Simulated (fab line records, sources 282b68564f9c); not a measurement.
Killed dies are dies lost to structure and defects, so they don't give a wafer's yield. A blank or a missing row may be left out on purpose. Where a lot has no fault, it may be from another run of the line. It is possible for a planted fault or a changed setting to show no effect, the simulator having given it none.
Comparing a struck lot with a sound one :: flow rit cmos :: 14 steps out of a route of 202
Sound: the wafers L137.1, L137.4, L137.6. Wafers L127.1, L127.3, L127.4 were the ones struck. At the end, the cause is stated.
At each step with rows: each side's tool, then ch and its chambers, then its first start. Under that, the readings that differ: sound wafers :: struck wafers :: difference of the means :: sigmas: that difference in standard deviations of wafers without a fault.
alike: readings whose means differ by less than 2 such deviations, and words and numbers that are the same on both sides. not compared: withheld readings, readings that some wafer has no value for, bounds like >300 that may hide the same value, and numbers for which the record gives no deviation and whose values overlap.
A row with sigmas, a row that says differs or no value, or rows on one side alone: a step with any of these is where the two part. Numbers that don't overlap but have no deviation are shown without sigmas and don't part them. A reading that every wafer of one side lacks parts them only if that side has two wafers or more.

first, 1 step without rows for these wafers: RIT_FOX1_OXIDATION_00 (target thk 350.7 nm, ox time 1130 s).
RIT_FOX1_THK_MEAS_01:
  sound on film metro-03 at day 5 21:16; struck on film metro-02 at day 3 18:49
  alike: FOX1_OXIDE_THK
then, 2 steps without rows for these wafers: RIT_FOX1_WET_ETCH_02 (etches SiO2 in BOE, target depth 350 nm, time 390 s); RIT_FOX2_OXIDATION_00 (target thk 350.7 nm, ox time 1130 s).
RIT_FOX2_THK_MEAS_01:
  sound on film metro-04 at day 5 22:45; struck on film metro-03 at day 3 20:19
  alike: FOX2_OXIDE_THK
then, 2 steps without rows for these wafers: RIT_FOX2_CLEAN_02 (cleans in dHF, time 180 s); RIT_FOX2_WET_ETCH_03 (etches Si3N4 in H3PO4, target depth 195 nm, time 2700 s).
RIT_FOX2_THK_MEAS_90:
  sound on film metro-04 at day 5 23:38; struck on film metro-03 at day 3 21:12
  alike: FIELD_OXIDE_LEFT_1_THK
then, 4 steps without rows for these wafers: RIT_NWELL_HMDS_00 (prime time 60 s); RIT_NWELL_COAT_01 (resist thk 1300 nm); RIT_NWELL_SOFTBAKE_02 (time 60 s); RIT_NWELL_EXPOSE_03 (exposes mask M2, target cd 43900 nm).
RIT_NWELL_PEB_04:
  struck on litho track-02, day 3 21:49; sound on litho track-01 ch 0, day 6 00:23
reading: exhaust pa (Pa)
sound: 46.4 44.9 43.3
struck: - - -
difference: no value on the struck wafers
sigmas: 
  not compared: chill plate temp C
then, 1 step without rows for these wafers: RIT_NWELL_DEVELOP_05 (develop time 68 s).

## WHERE THEY PART
Only at RIT_NWELL_PEB_04, within this record.

WHY: whatever the simulator had introduced
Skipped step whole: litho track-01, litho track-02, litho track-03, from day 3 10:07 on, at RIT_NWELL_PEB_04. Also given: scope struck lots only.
